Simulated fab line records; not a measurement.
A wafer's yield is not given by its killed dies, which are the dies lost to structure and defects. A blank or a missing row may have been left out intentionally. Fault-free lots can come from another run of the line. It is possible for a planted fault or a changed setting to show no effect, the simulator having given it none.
A struck lot beside a sound one | flow rit cmos | 15 steps out of a route of 202
Sound: wafers L461.1, L461.3, L461.6. Struck: wafers L465.2, L465.3, L465.5. At the end, the cause is stated.
Per side, at each step with rows, come the tool, then ch with its chambers, and then its first start. Under that, the readings that differ: sound wafers | struck wafers | difference of the means | sigmas: that difference in standard deviations of wafers without a fault.
alike: words and numbers the same on both sides, and readings whose means are apart by under 2 such deviations; not compared: readings that were withheld, readings missing a value for some wafer, numbers with overlapping values and no deviation given by the record, and bounds like >300 which may hide the same value.
Wherever a step has rows on one side only, a row that says differs or no value, or a row with sigmas, the two part there. Non-overlapping numbers with no deviation appear without sigmas and do not part them. A reading that every wafer of one side lacks parts them only if that side has two wafers or more.

first, 4 steps without rows for these wafers: RIT_PLDD_SOFTBAKE_02 (time 60 s); RIT_PLDD_EXPOSE_03 (exposes mask M8, target cd 40900 nm); RIT_PLDD_PEB_04; RIT_PLDD_DEVELOP_05 (develop time 50 s).
RIT_PLDD_OVL_MEAS_06:
  sound: overlay-02 at day 3 20:36; struck: overlay-01 at day 4 19:04
  alike: PLDD_OVL
then, 2 steps without rows for these wafers: RIT_PLDD_HARDBAKE_07 (time 60 s); RIT_PLDD_IMPLANT_08.
RIT_PLDD_STRIP_09: strips in O2, time 180 s.
  sound on plasma asher-02 ch 0,1, day 3 20:59; struck on plasma asher-01 ch 0, day 4 19:23
  reading                     | sound       | struck      | difference | sigmas
  drypump motor current A (A) | 5.7 6.2 5.7 | 5.2 5.2 5.2 | -0.7       | -2
  not compared: rf hours counter h
RIT_PLDD_TW_MEAS_10:
  sound: film metro-02 at day 3 21:09; struck: film metro-03 at day 4 19:35
  reading | sound          | struck         | difference | sigmas
  PLDD_TW | 2333 2317 2348 | 2371 2372 2376 | +40        | +3
then, 3 steps without rows for these wafers: RIT_SPACER_CLEAN_00 (cleans in SC1, time 600 s); RIT_SPACER_CLEAN_01 (cleans in dHF, time 30 s); RIT_SPACER_CLEAN_02 (cleans in SC2, time 600 s).
RIT_SPACER_CVD_03: deposits Si3N4 from SiH2Cl2/NH3, target thk 250 nm, time 3300 s.
  sound on lpcvd-02 ch 0, day 3 21:35; struck on lpcvd-01 ch 1, day 4 19:59
  reading                                  | sound             | struck            | difference | sigmas
  spike tc centre C (C)                    | 813.5 810.9 812.5 | 833.6 834.7 833.5 | +21.6      | +12
  spike tc load C (C)                      | 832.8 834.6 833.5 | 852.4 852.4 854.9 | +19.6      | +10
  spike tc source C (C)                    | 833.5 831.7 831.7 | 850.0 849.1 849.2 | +17.1      | +7
  model.Si3N4_of_SPACER_CVD_03.thk nm (nm) | 252.7 252.1 252.9 | 357.7 356.9 358.8 | +105.2     |
RIT_SPACER_THK_MEAS_04:
  sound: film metro-03 at day 3 23:30; struck: film metro-03 at day 4 22:09
  reading                 | sound             | struck            | difference | sigmas
  SPACER_NITRIDE_THK (nm) | 252.8 252.0 252.9 | 357.4 356.9 358.9 | +105.2     | +50
  not compared: hold
RIT_M1_PROBE_99:
  sound wafers here have rows in the record (prober-02, day 4 11:04); struck ones have none

WHERE THEY PART
At RIT_PLDD_STRIP_09 first; at RIT_M1_PROBE_99 last (within this record only).

WHY: whatever the simulator had introduced
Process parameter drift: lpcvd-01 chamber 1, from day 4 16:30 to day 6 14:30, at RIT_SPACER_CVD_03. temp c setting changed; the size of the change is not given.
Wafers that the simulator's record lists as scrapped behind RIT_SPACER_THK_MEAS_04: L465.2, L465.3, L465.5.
